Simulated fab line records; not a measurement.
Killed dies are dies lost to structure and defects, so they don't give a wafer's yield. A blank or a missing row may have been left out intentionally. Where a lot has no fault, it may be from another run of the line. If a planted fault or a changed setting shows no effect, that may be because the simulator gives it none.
fab line records | flow ritCmos
record: lots: 6 wafers: 18 lastDay: 7
route steps=202 shown NLDD@110 PLDD@114 SPACER@125 NSD@131 PSD@142 M1@202
lots untouched by any fault: they come from a run of this same line in which no faults occurred
startH: start of the lot's first displayed wafer, in hours after the record's first day | waitH: hours since the lot's step before | " unchanged from the row above | L1.1+2: a row that stands for several wafers | - value missing, or start not given | * or withheld: withheld | < > ~ a bound
route shown NAME@n: names a module that has steps shown in the file, with the first one's number in the route | usual: mean and standard deviation over wafers with no fault | same: alike in all rows | chamber/n: place in a boat | sites: readings site by site | _std_site: the values' standard deviation | _edge_site: mean of outer sites minus mean of inner sites | radiusMm: how far each site lies from the wafer's centre | mask NAME#n: copy n | behind: the tool/chamber that last shaped the wafer | hold: why the lot went on hold/how many hours it stayed there/how the hold came to an end | device: names the non-switching transistor (n, p or np) | end of line: the tests these same wafers got at the end of their route | where a step has no rows: the recipe by itself | killed: count of dies lost to structure and defects at first sort (not the wafer's yield) | map: the dies of a wafer, with x for killed, . for not killed, _ for no die there
set.NAME: the setting the step ran with; set.NAME@STEP: the setting that earlier step ran with | model.NAME: the simulator's own value behind a step, which no gauge read
a table for each step, a row for each wafer; lots at some steps of the route
services: from which hour (startH, from the record's first day; less than 0 if before it) a tool's chamber was out of use, for how many hours, and why
== steps ==
step: RIT_NLDD_HARDBAKE_07
recipe: resist: NOVOLAK tempC: 140 timeS: 60
step: RIT_NLDD_IMPLANT_08
recipe: species: P energyKev: 20 doseCm2: 5e+14 tiltDeg: 7
step: RIT_NLDD_STRIP_09
recipe: chemistry: O2 timeS: 180 resist: NOVOLAK platenTempC: withheld powerW: 500 pressureMtorr: 4000 o2FlowSccm: 4000
usual: drypumpMotorCurrentA: 5.73/0.3
columns lot.wafer tool chamber startH waitH drypumpMotorCurrentA rfHoursCounterH
L408.1 plasmaAsher-04 0 53.58 0.1 5.42 39
L408.3 " 1 " " 5.64 -
L408.5 " 1 " " 5.64 -
L411.2 plasmaAsher-02 1 72.54 0.1 5.91 43
L411.3 " 0 " " 6.16 -
L411.4 " 1 " " 5.91 -
L416.1 plasmaAsher-02 0 101.38 0.1 6.16 46
L416.2 " 1 " " 5.90 46
L416.5 " 0 " " 6.17 -
L418.1 plasmaAsher-03 1 103.08 0.1 5.32 32
L418.4 " 0 " " 6.01 -
L418.5 " 1 " " 5.32 -
L426.4 plasmaAsher-03 0 143.95 0.1 5.98 -
L426.5 " 0 " " 6.01 -
L426.6 " 1 " " 5.32 -
L429.3 plasmaAsher-04 0 163.08 0.1 5.43 -
L429.5 " 1 " " 5.62 -
L429.6 " 0 " " 5.41 -
step: RIT_NLDD_TW_MEAS_10
usual: NLDD_TW: 2494/24
columns lot.wafer tool chamber startH waitH NLDD_TW
L408.1 filmMetro-03 - 53.75 0.1 2468
L408.3 " - " " 2458
L408.5 " - " " 2466
L411.2 filmMetro-01 - 72.72 0.1 2527
L411.3 " - " " 2513
L411.4 " - " " 2526
L416.1 filmMetro-03 - 101.56 0.1 2449
L416.2 " - " " 2457
L416.5 " - " " 2451
L418.1 filmMetro-01 - 103.25 0.1 2502
L418.4 " - " " 2501
L418.5 " - " " 2512
L426.4 filmMetro-01 - 144.09 0.1 2510
L426.5 " - " " 2508
L426.6 " - " " 2496
L429.3 filmMetro-01 - 163.21 0.1 2516
L429.5 " - " " 2507
L429.6 " - " " 2519
step: RIT_PLDD_HMDS_00
recipe: primeTimeS: 60 primeTempC: 140
step: RIT_PLDD_COAT_01
recipe: resist: NOVOLAK spinRpm: 3250 resistThkNm: 1000
step: RIT_PLDD_SOFTBAKE_02
recipe: resist: NOVOLAK tempC: 90 timeS: 60
step: RIT_PLDD_EXPOSE_03
recipe: maskId: M8 na: 0.57 targetCdNm: 40900 doseMj: 250
step: RIT_PLDD_PEB_04
recipe: resist: NOVOLAK tempC: withheld timeS: withheld
step: RIT_PLDD_DEVELOP_05
recipe: resist: NOVOLAK developTimeS: 50 devTempC: 23
step: RIT_PLDD_OVL_MEAS_06
usual: PLDD_OVL: -0.5/1.4
columns lot.wafer tool chamber startH waitH PLDD_OVL[nm]
L408.1 overlay-01 - 54.66 - -0.5
L408.3 " - " " -1.4
L408.5 " - " " -0.8
L411.2 overlay-01 - 73.63 - 0.4
L411.3 " - " " -0.2
L411.4 " - " " -0.9
L416.1 overlay-02 - 102.59 - 2.0
L416.2 " - " " -0.8
L416.5 " - " " 0.6
L418.1 overlay-02 - 104.29 - -0.8
L418.4 " - " " -0.6
L418.5 " - " " -1.0
L426.4 overlay-02 - 144.99 - -3.7
L426.5 " - " " -0.7
L426.6 " - " " -1.9
L429.3 overlay-01 - 164.11 - -0.7
L429.5 " - " " -0.5
L429.6 " - " " -1.0
step: RIT_PLDD_HARDBAKE_07
recipe: resist: NOVOLAK tempC: 140 timeS: 60
step: RIT_PLDD_IMPLANT_08
recipe: species: BF2 energyKev: 20 doseCm2: 9e+14 tiltDeg: 7
usual: beamEnergyKeV: 19.998/0.0057 doseIonsCm2: 8.999e+14/9.7e+11 endStationPressureTorr: 7.3e-06/3.8e-07 faradayCurrentUA: 2830/60
columns lot.wafer tool chamber startH waitH beamEnergyKeV doseIonsCm2 endStationPressureTorr faradayCurrentUA
L408.1 implanter-03 0 54.85 0.1 19.994 9.003e+14 7.5e-06 2782
L408.3 " 0 " " 19.992 8.997e+14 7.3e-06 2809
L408.5 " 0 " " 19.985 8.993e+14 7.7e-06 2823
L411.2 implanter-04 0 73.83 0.1 20.009 9.012e+14 6.7e-06 2709
L411.3 " 0 " " 20.005 8.992e+14 7.4e-06 2865
L411.4 " 0 " " 19.992 9.002e+14 7.2e-06 2845
L416.1 implanter-03 0 102.78 0.1 20.004 1.7404e+15 9.9e-06 5320
L416.2 " 0 " " 19.995 1.7403e+15 9.1e-06 5388
L416.5 " 0 " " 19.997 1.7405e+15 9.8e-06 5442
L418.1 implanter-03 0 104.47 0.1 19.997 1.7413e+15 1.05e-05 5266
L418.4 " 0 " " 19.993 1.7428e+15 9.9e-06 5560
L418.5 " 0 " " 20.003 1.7412e+15 8.6e-06 5390
L426.4 implanter-01 0 145.37 0.1 20.002 8.997e+14 7.6e-06 2808
L426.5 " 0 " " 20.005 8.988e+14 7.8e-06 2799
L426.6 " 0 " " 20.001 9.013e+14 7.2e-06 2759
L429.3 implanter-01 0 164.34 0.1 19.996 8.991e+14 7.3e-06 2854
L429.5 " 0 " " 19.997 8.979e+14 7.7e-06 2793
L429.6 " 0 " " 19.989 8.982e+14 7.1e-06 2790
step: RIT_PLDD_STRIP_09
recipe: chemistry: O2 timeS: 180 resist: NOVOLAK platenTempC: withheld powerW: 500 pressureMtorr: 4000 o2FlowSccm: 4000
usual: drypumpMotorCurrentA: 5.65/0.29
columns lot.wafer tool chamber startH waitH drypumpMotorCurrentA rfHoursCounterH
L408.1 plasmaAsher-03 0 55.00 0.1 6.01 27
L408.3 " 0 " " 5.99 -
L408.5 " 1 " " 5.32 -
L411.2 plasmaAsher-01 0 73.96 0.1 6.01 41
L411.3 " 1 " " 5.56 -
L411.4 " 0 " " 6.03 -
L416.1 plasmaAsher-04 1 102.93 0.1 5.62 44
L416.2 " 0 " " 5.41 44
L416.5 " 0 " " 5.43 -
L418.1 plasmaAsher-03 1 104.62 0.1 5.32 32
L418.4 " 0 " " 6.00 -
L418.5 " 1 " " 5.33 -
L426.4 plasmaAsher-03 1 145.51 0.1 5.31 -
L426.5 " 1 " " 5.33 -
L426.6 " 0 " " 6.04 -
L429.3 plasmaAsher-03 1 164.50 0.1 5.32 -
L429.5 " 0 " " 5.99 -
L429.6 " 1 " " 5.32 -
step: RIT_PLDD_TW_MEAS_10
usual: PLDD_TW: 2348/21
columns lot.wafer tool chamber startH waitH PLDD_TW
L408.1 filmMetro-01 - 55.17 0.1 2365
L408.3 " - " " 2353
L408.5 " - " " 2359
L411.2 filmMetro-02 - 74.14 0.1 2332
L411.3 " - " " 2331
L411.4 " - " " 2335
L416.1 filmMetro-02 - 103.10 0.1 2713
L416.2 " - " " 2723
L416.5 " - " " 2708
L418.1 filmMetro-01 - 104.80 0.1 2750
L418.4 " - " " 2749
L418.5 " - " " 2742
L426.4 filmMetro-01 - 145.65 0.1 2375
L426.5 " - " " 2377
L426.6 " - " " 2372
L429.3 filmMetro-02 - 164.63 0.1 2340
L429.5 " - " " 2338
L429.6 " - " " 2335
step: RIT_SPACER_CLEAN_00
recipe: chemistry: SC1 mix: 3:3:50 timeS: 600 tempC: 75
step: RIT_SPACER_CLEAN_01
recipe: chemistry: dHF dilution: 50:1 timeS: 30
step: RIT_SPACER_CLEAN_02
recipe: chemistry: SC2 mix: 3:3:50 timeS: 600 tempC: 75 dry: n2Spin
step: RIT_SPACER_CVD_03
recipe: material: Si3N4 targetThkNm: 250 tempC: 810 precursor: SiH2Cl2/NH3 timeS: 3300 pressureMtorr: 300 sih2cl2FlowSccm: 60 nh3FlowSccm: 150
step: RIT_SPACER_THK_MEAS_04
recipe: reads: Si3N4_of_SPACER_CVD_03
usual: SPACER_NITRIDE_THK: 250.5/2.5
columns lot.wafer tool chamber startH waitH SPACER_NITRIDE_THK[nm]
L408.1 filmMetro-01 - 57.53 0.0 248.4
L408.3 " - " " 250.5
L408.5 " - " " 251.3
L411.2 filmMetro-01 - 77.46 0.0 249.4
L411.3 " - " " 250.3
L411.4 " - " " 250.5
L416.1 filmMetro-04 - 105.49 0.0 249.8
L416.2 " - " " 248.5
L416.5 " - " " 249.8
L418.1 filmMetro-01 - 107.55 0.0 249.1
L418.4 " - " " 248.6
L418.5 " - " " 246.3
L426.4 filmMetro-01 - 148.00 0.0 248.2
L426.5 " - " " 250.6
L426.6 " - " " 251.1
L429.3 filmMetro-01 - 166.99 0.0 252.9
L429.5 " - " " 252.3
L429.6 " - " " 253.1
step: RIT_SPACER_ETCHBACK_05
recipe: targetDepthA: 2500 SF6_flow_sccm: 30 CHF3_flow_sccm: 30 target: Si3N4 chemistry: SF6/CHF3 pressureMtorr: 40 rfW: 250 timeS: 240 stopOn: SiO2
usual: CHF3_flow_sccm: 30.01/0.094 drypumpMotorCurrentA: 6.0/0.49 oesProductAu: 0.842/0.011 throttleValvePct: 10.31/0.17
columns lot.wafer tool chamber startH waitH CHF3_flow_sccm drypumpMotorCurrentA oesProductAu rfHoursCounterH throttleValvePct
L408.1 rieDiel-01 0 57.59 0.1 30.02 5.4 0.835 0 10.10
L408.3 " 1 " " 30.04 6.4 0.851 151 10.15
L408.5 " 0 " " 29.97 5.4 0.836 - 10.12
L411.2 rieDiel-03 1 77.51 0.0 30.16 6.2 0.847 52 10.34
L411.3 " 2 " " 29.99 5.4 0.830 3 10.63
L411.4 " 3 " " 29.98 6.5 0.848 110 10.36
L416.1 rieDiel-01 0 105.55 0.1 29.90 5.4 0.835 1 10.11
L416.2 " 3 " " 29.99 5.5 0.828 2 10.15
L416.5 " 0 " " 30.00 5.4 0.842 - 10.12
L418.1 rieDiel-03 1 107.61 0.1 29.97 6.2 0.842 52 10.34
L418.4 " 1 " " 29.94 6.2 0.841 - 10.33
L418.5 " 2 " " 30.07 5.4 0.829 - 10.62
L426.4 rieDiel-03 2 148.10 0.1 29.93 5.4 0.830 - 10.63
L426.5 " 0 " " 30.00 6.5 0.844 - 10.46
L426.6 " 3 " " 30.11 6.4 0.851 - 10.38
L429.3 rieDiel-03 3 167.03 0.0 29.91 6.5 0.852 112 10.37
L429.5 " 0 " " 29.97 6.5 0.849 - 10.47
L429.6 " 1 " " 30.13 6.2 0.848 - 10.33
step: RIT_NSD_HMDS_00
recipe: primeTimeS: 60 primeTempC: 140
step: RIT_NSD_COAT_01
recipe: resist: NOVOLAK spinRpm: 3250 resistThkNm: 1000
step: RIT_NSD_SOFTBAKE_02
recipe: resist: NOVOLAK tempC: 90 timeS: 60
step: RIT_NSD_EXPOSE_03
recipe: maskId: M9 na: 0.57 targetCdNm: 40700 doseMj: 250
step: RIT_NSD_PEB_04
recipe: resist: NOVOLAK tempC: withheld timeS: withheld
step: RIT_NSD_DEVELOP_05
recipe: resist: NOVOLAK developTimeS: 50 devTempC: 23
step: RIT_NSD_OVL_MEAS_06
usual: NSD_OVL: -0.5/1.5
columns lot.wafer tool chamber startH waitH NSD_OVL[nm]
L408.1 overlay-02 - 58.78 - -1.2
L408.3 " - " " -2.6
L408.5 " - " " -0.4
L411.2 overlay-02 - 78.83 - -1.8
L411.3 " - " " -1.6
L411.4 " - " " -3.6
L416.1 overlay-02 - 106.75 - -2.0
L416.2 " - " " -1.6
L416.5 " - " " -3.0
L418.1 overlay-01 - 108.61 - -3.2
L418.4 " - " " -1.6
L418.5 " - " " 1.3
L426.4 overlay-02 - 149.23 - -0.1
L426.5 " - " " -0.2
L426.6 " - " " 1.0
L429.3 overlay-01 - 168.05 - 0.3
L429.5 " - " " 0.8
L429.6 " - " " -0.3
step: RIT_NSD_HARDBAKE_07
recipe: resist: NOVOLAK tempC: 140 timeS: 60
step: RIT_NSD_IMPLANT_08
recipe: species: P energyKev: 25 doseCm2: 1e+15 tiltDeg: 7
step: RIT_NSD_STRIP_09
recipe: chemistry: O2 timeS: 180 resist: NOVOLAK platenTempC: withheld powerW: 500 pressureMtorr: 4000 o2FlowSccm: 4000
usual: drypumpMotorCurrentA: 5.80/0.26
columns lot.wafer tool chamber startH waitH drypumpMotorCurrentA rfHoursCounterH
L408.1 plasmaAsher-04 0 59.11 0.1 5.42 40
L408.3 " 0 " " 5.44 -
L408.5 " 0 " " 5.42 -
L411.2 plasmaAsher-01 1 79.16 0.1 5.55 42
L411.3 " 0 " " 6.02 -
L411.4 " 1 " " 5.56 -
L416.1 plasmaAsher-02 1 107.08 0.1 5.91 47
L416.2 " 0 " " 6.17 47
L416.5 " 1 " " 5.90 -
L418.1 plasmaAsher-04 1 108.95 0.1 5.64 45
L418.4 " 0 " " 5.41 -
L418.5 " 1 " " 5.64 -
L426.4 plasmaAsher-01 0 149.61 0.1 6.01 -
L426.5 " 1 " " 5.54 -
L426.6 " 0 " " 5.99 -
L429.3 plasmaAsher-04 0 168.43 0.1 5.41 -
L429.5 " 0 " " 5.40 -
L429.6 " 1 " " 5.60 -
step: RIT_NSD_TW_MEAS_10
usual: NSD_TW: 3109/31
columns lot.wafer tool chamber startH waitH NSD_TW
L408.1 filmMetro-01 - 59.29 0.1 3164
L408.3 " - " " 3148
L408.5 " - " " 3143
L411.2 filmMetro-03 - 79.35 0.1 3064
L411.3 " - " " 3067
L411.4 " - " " 3077
L416.1 filmMetro-02 - 107.26 0.1 3089
L416.2 " - " " 3105
L416.5 " - " " 3093
L418.1 filmMetro-01 - 109.13 0.1 3150
L418.4 " - " " 3170
L418.5 " - " " 3136
L426.4 filmMetro-03 - 149.75 0.1 3097
L426.5 " - " " 3083
L426.6 " - " " 3096
L429.3 filmMetro-01 - 168.56 0.1 3185
L429.5 " - " " 3175
L429.6 " - " " 3181
step: RIT_PSD_HMDS_00
recipe: primeTimeS: 60 primeTempC: 140
step: RIT_PSD_COAT_01
recipe: resist: NOVOLAK spinRpm: 3250 resistThkNm: 1000
step: RIT_PSD_SOFTBAKE_02
recipe: resist: NOVOLAK tempC: 90 timeS: 60
step: RIT_PSD_EXPOSE_03
recipe: maskId: M10 na: 0.57 targetCdNm: 40900 doseMj: 250
step: RIT_PSD_PEB_04
recipe: resist: NOVOLAK tempC: withheld timeS: withheld
step: RIT_PSD_DEVELOP_05
recipe: resist: NOVOLAK developTimeS: 50 devTempC: 23
step: RIT_PSD_OVL_MEAS_06
usual: PSD_OVL: -0.6/1.2
columns lot.wafer tool chamber startH waitH PSD_OVL[nm]
L408.1 overlay-01 - 60.33 - -0.2
L408.3 " - " " 0.1
L408.5 " - " " -1.6
L411.2 overlay-01 - 80.49 - -2.8
L411.3 " - " " -2.0
L411.4 " - " " -1.7
L416.1 overlay-02 - 108.29 - -0.6
L416.2 " - " " 0.3
L416.5 " - " " 1.4
L418.1 overlay-01 - 110.16 - 0.1
L418.4 " - " " 0.8
L418.5 " - " " 0.3
L426.4 overlay-01 - 150.79 - 0.4
L426.5 " - " " -2.7
L426.6 " - " " 0.3
L429.3 overlay-02 - 169.69 - -1.2
L429.5 " - " " -2.3
L429.6 " - " " -0.9
step: RIT_PSD_HARDBAKE_07
recipe: resist: NOVOLAK tempC: 140 timeS: 60
step: RIT_PSD_IMPLANT_08
recipe: species: BF2 energyKev: 27 doseCm2: 5e+15 tiltDeg: 7
step: RIT_PSD_STRIP_09
recipe: chemistry: O2 timeS: 180 resist: NOVOLAK platenTempC: withheld powerW: 500 pressureMtorr: 4000 o2FlowSccm: 4000
usual: drypumpMotorCurrentA: 5.87/0.27
columns lot.wafer tool chamber startH waitH drypumpMotorCurrentA rfHoursCounterH
L408.1 plasmaAsher-01 0 60.67 0.1 6.04 40
L408.3 " 0 " " 6.03 -
L408.5 " 1 " " 5.54 -
L411.2 plasmaAsher-02 1 80.82 0.1 5.91 44
L411.3 " 0 " " 6.14 -
L411.4 " 1 " " 5.90 -
L416.1 plasmaAsher-02 1 108.63 0.1 5.91 47
L416.2 " 0 " " 6.18 47
L416.5 " 0 " " 6.19 -
L418.1 plasmaAsher-03 0 110.50 0.1 5.99 33
L418.4 " 1 " " 5.33 -
L418.5 " 0 " " 6.04 -
L426.4 plasmaAsher-02 0 151.17 0.1 6.13 -
L426.5 " 1 " " 5.89 -
L426.6 " 0 " " 6.16 -
L429.3 plasmaAsher-03 1 170.08 0.1 5.33 -
L429.5 " 1 " " 5.34 -
L429.6 " 0 " " 6.01 -
step: RIT_SDANNEAL_RS_MEAS_06
recipe: thkMeasGauge: four-point-probe
usual: PLDD_RS: 178.6/0.46
columns lot.wafer tool chamber startH waitH PLDD_RS[ohm/sq]
L408.1 filmMetro-01 - 62.09 0.1 178.1
L408.3 " - " " 178.1
L408.5 " - " " 178.0
L411.2 filmMetro-01 - 81.74 0.1 178.3
L411.3 " - " " 178.2
L411.4 " - " " 178.1
L416.1 filmMetro-03 - 109.57 0.1 152.8
L416.2 " - " " 152.9
L416.5 " - " " 152.9
L418.1 filmMetro-03 - 111.40 0.1 153.1
L418.4 " - " " 152.9
L418.5 " - " " 152.7
L426.4 filmMetro-01 - 152.09 0.1 178.5
L426.5 " - " " 177.7
L426.6 " - " " 178.1
L429.3 filmMetro-02 - 170.98 0.1 178.6
L429.5 " - " " 178.7
L429.6 " - " " 178.6
step: RIT_M1_PROBE_99
usual: killedAtContacts: 0.1/0.32 killedAtFrontEnd: 6/3.1 killedDies: 7/3.2 killedOpen: 3.1/1.9 killedShort: 3.5/2.2
same: grossDies: 264 killed_at_M0_to_M3: 0 killed_at_M4_up: 0 killedAtBackSide: 0 killedAtOther: 0
columns lot.wafer tool chamber startH waitH killedAtContacts killedAtFrontEnd killedDies killedOpen killedShort model.etest.pmosTurned.rOnOhmUm model.etest.pmos_0p3.rOnOhmUm model.etest.pmos_0p15.rOnOhmUm model.etest.pldd.rsOhmSq model.etest.pldd.lineOhmUm model.etest.pmosTurned.driveUaUm model.etest.pmos_0p15.driveUaUm model.etest.pmos_0p3.driveUaUm
L408.1 prober-02 - 69.25 0.1 0 10 10 4 6 3362 6272 2660 508.3 161 190.9 268 100.5
L408.3 prober-02 - 69.35 0.2 0 6 6 3 3 3359 6203 2666 520.4 164.3 192.3 271.6 101.7
L408.5 prober-02 - 69.45 0.2 0 5 5 3 2 3306 6066 2598 520.7 162.2 195.6 273.9 104.9
L411.2 prober-02 - 89.68 0.1 0 5 5 3 2 3312 6139 2675 475.6 150 201.4 263.3 105
L411.3 prober-02 - 89.73 0.2 0 7 7 3 4 3362 6177 2730 479.1 150.1 197.2 259.3 103
L411.4 prober-02 - 89.78 0.2 1 9 10 7 3 3290 6088 2708 466.9 145.1 202.9 265.5 104.7
L416.1 prober-02 - 117.31 0.1 0 3 3 2 1 3120 5886 2556 314.6 99.97 218.4 275.3 108.5
L416.2 prober-02 - 117.36 0.1 0 9 9 6 3 3054 5886 2470 321 101.6 221.9 288.6 111
L416.5 prober-02 - 117.51 0.2 0 4 4 0 4 3025 5882 2475 313.9 98.07 224.1 284 109.1
L418.1 prober-01 - 118.81 0.1 0 9 9 3 6 3240 6128 2632 325.2 102.7 206.9 269.1 103
L418.4 prober-01 - 118.96 0.2 0 3 3 1 2 3183 6102 2607 330.7 102.5 210.8 270.9 103.1
L418.5 prober-01 - 119.01 0.2 0 9 9 4 5 3149 6086 2562 327.1 103.9 216.2 280.1 104.8
L426.4 prober-01 - 161.91 0.2 0 4 4 1 3 3377 6214 2752 461.5 145.8 195.8 257.1 102.3
L426.5 prober-01 - 161.96 0.2 0 6 6 3 3 3315 6110 2678 456.7 143.7 202.5 265.5 105.4
L426.6 prober-01 - 162.01 0.2 1 7 8 3 5 3252 6102 2685 449 140.7 203.6 264 105.3
L429.3 prober-01 - 178.43 0.2 0 0 0 0 0 3563 6308 2839 543.9 171.9 181.4 245.6 102.5
L429.5 prober-01 - 178.53 0.2 0 6 6 0 6 3744 6433 2985 571.5 184.8 169.9 236.2 98.57
L429.6 prober-01 - 178.58 0.2 0 4 4 3 1 3550 6356 2831 527.4 170.6 182.6 248.2 99.47
killed by level:class
L408.1 FOX1:geometricParticle:short=2 REOX:geometricParticle:short=2 FOX2:geometricParticle:open=1 GATE:geometricParticle:short=1 GATE:geometricParticle:open=1 SPACER:geometricParticle:open=1 SILICIDE:geometricParticle:short=1 SILICIDE:geometricParticle:open=1
L408.3 FOX1:geometricParticle:open=2 SPACER:geometricParticle:short=2 FOX2:geometricParticle:open=1 FOX2:geometricParticle:short=1
L408.5 ACTIVE:geometricParticle:open=1 FOX2:geometricParticle:short=1 GATE:geometricParticle:open=1 SPACER:geometricParticle:short=1 SPACER:geometricParticle:open=1
L411.2 SILICIDE:geometricParticle:open=2 GATE:geometricParticle:open=1 GATE:geometricParticle:short=1 SPACER:geometricParticle:short=1
L411.3 GATE:geometricParticle:short=2 FOX1:geometricParticle:open=1 GATE:geometricParticle:open=1 REOX:geometricParticle:short=1 SPACER:geometricParticle:open=1 SPACER:geometricParticle:short=1
L411.4 SPACER:geometricParticle:open=3 SILICIDE:geometricParticle:short=2 FOX1:geometricParticle:short=1 FOX2:geometricParticle:open=1 GATE:geometricParticle:open=1 SILICIDE:geometricParticle:open=1 CONTACT:geometricParticle:open=1
L416.1 GATE:geometricParticle:short=1 GATE:geometricParticle:open=1 SILICIDE:geometricParticle:open=1
L416.2 REOX:geometricParticle:open=3 GATE:geometricParticle:short=1 GATE:geometricParticle:open=1 REOX:geometricParticle:short=1 SPACER:geometricParticle:open=1 SPACER:geometricParticle:short=1 SILICIDE:geometricParticle:open=1
L416.5 REOX:geometricParticle:short=2 GATE:geometricParticle:short=1 SPACER:geometricParticle:short=1
L418.1 GATE:geometricParticle:short=4 GATE:geometricParticle:open=3 REOX:geometricParticle:short=1 SILICIDE:geometricParticle:short=1
L418.4 GATE:geometricParticle:open=1 GATE:geometricParticle:short=1 SILICIDE:geometricParticle:short=1
L418.5 SILICIDE:geometricParticle:short=3 GATE:geometricParticle:open=2 GATE:geometricParticle:short=2 FOX1:geometricParticle:open=1 REOX:geometricParticle:open=1
L426.4 ACTIVE:geometricParticle:open=1 FOX1:geometricParticle:short=1 GATE:geometricParticle:short=1 REOX:geometricParticle:short=1
L426.5 FOX1:geometricParticle:open=1 GATE:geometricParticle:open=1 REOX:geometricParticle:short=1 SPACER:geometricParticle:short=1 SPACER:geometricParticle:open=1 SILICIDE:geometricParticle:short=1
L426.6 SPACER:geometricParticle:short=2 ACTIVE:geometricParticle:short=1 GATE:geometricParticle:open=1 GATE:geometricParticle:short=1 SPACER:geometricParticle:open=1 SILICIDE:geometricParticle:open=1 CONTACT:geometricParticle:short=1
L429.5 FOX1:geometricParticle:short=2 GATE:geometricParticle:short=2 REOX:geometricParticle:short=1 SPACER:geometricParticle:short=1
L429.6 GATE:geometricParticle:open=1 GATE:geometricParticle:short=1 REOX:geometricParticle:open=1 SILICIDE:geometricParticle:open=1
== services ==
columns tool chamber startH hours kind
plasmaAsher-01 - 43.43 1.2 repair
plasmaAsher-04 - 49.04 2.8 pm
rieDiel-01 0 58.46 7.9 repair
rieDiel-01 0 80.34 5.4 repair
plasmaAsher-04 - 85.90 2.0 repair
plasmaAsher-04 - 89.52 2.1 repair
rieDiel-03 3 101.35 5.6 repair
rieDiel-03 0 104.54 33.8 repair
rieDiel-01 0 108.62 3.2 repair
plasmaAsher-01 - 108.75 9.0 pm
plasmaAsher-01 0 108.75 9.0 ventCycle
plasmaAsher-01 1 108.75 9.0 ventCycle
implanter-01 - 111.06 7.1 pm
rieDiel-01 2 111.84 - clean
implanter-03 - 114.12 2.9 pm
plasmaAsher-01 0 117.75 - clean
plasmaAsher-01 1 117.75 - clean
rieDiel-03 1 125.62 6.0 repair
rieDiel-03 - 131.92 1.6 repair
rieDiel-01 - 134.00 0.2 repair
rieDiel-03 1 135.44 12.9 repair
rieDiel-01 2 136.38 7.9 repair
rieDiel-03 - 142.66 0.8 repair
implanter-01 - 146.34 4.8 pm
== key ==
firstSign: step: RIT_PLDD_IMPLANT_08 reading: doseIonsCm2 direction: up sigmas: 99+ usual: 8.999e+14 struck: 1.7411e+15
effect: step: RIT_PLDD_IMPLANT_08 reading: faradayCurrentUA direction: up sigmas: 43 usual: 2830 struck: 5394
effect: step: RIT_PLDD_TW_MEAS_10 reading: PLDD_TW direction: up sigmas: 18 usual: 2348 struck: 2731
effect: step: RIT_SDANNEAL_RS_MEAS_06 reading: PLDD_RS direction: down sigmas: 55 usual: 178.6 struck: 152.9
modelEffect: step: RIT_M1_PROBE_99 value: etest.pmosTurned.rOnOhmUm without: 3511 struck: 3129
metAt RIT_PLDD_IMPLANT_08
struckWafers L416.1,L416.2,L416.5,L418.1,L418.4,L418.5
testerLeftOut L416,L418
onsetBetween 54.85 102.78
fault: kind: processParameterDrift tool: implanter-03 chamber: - onsetH: 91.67 steps: RIT_PLDD_IMPLANT_08 channel: doseCm2 offset: 8.4146e+14 shape: step endH: 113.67 actsIn: theseRecipesOnly stated: 9e+14
testerLeftOut: of these lots the tester's yield and bins aren't shown, on N5 and GAA mostly nor the transistor test; their killed dies are dies lost to structure and defects alone, not to doping, threshold or leakage, so they don't give the yield
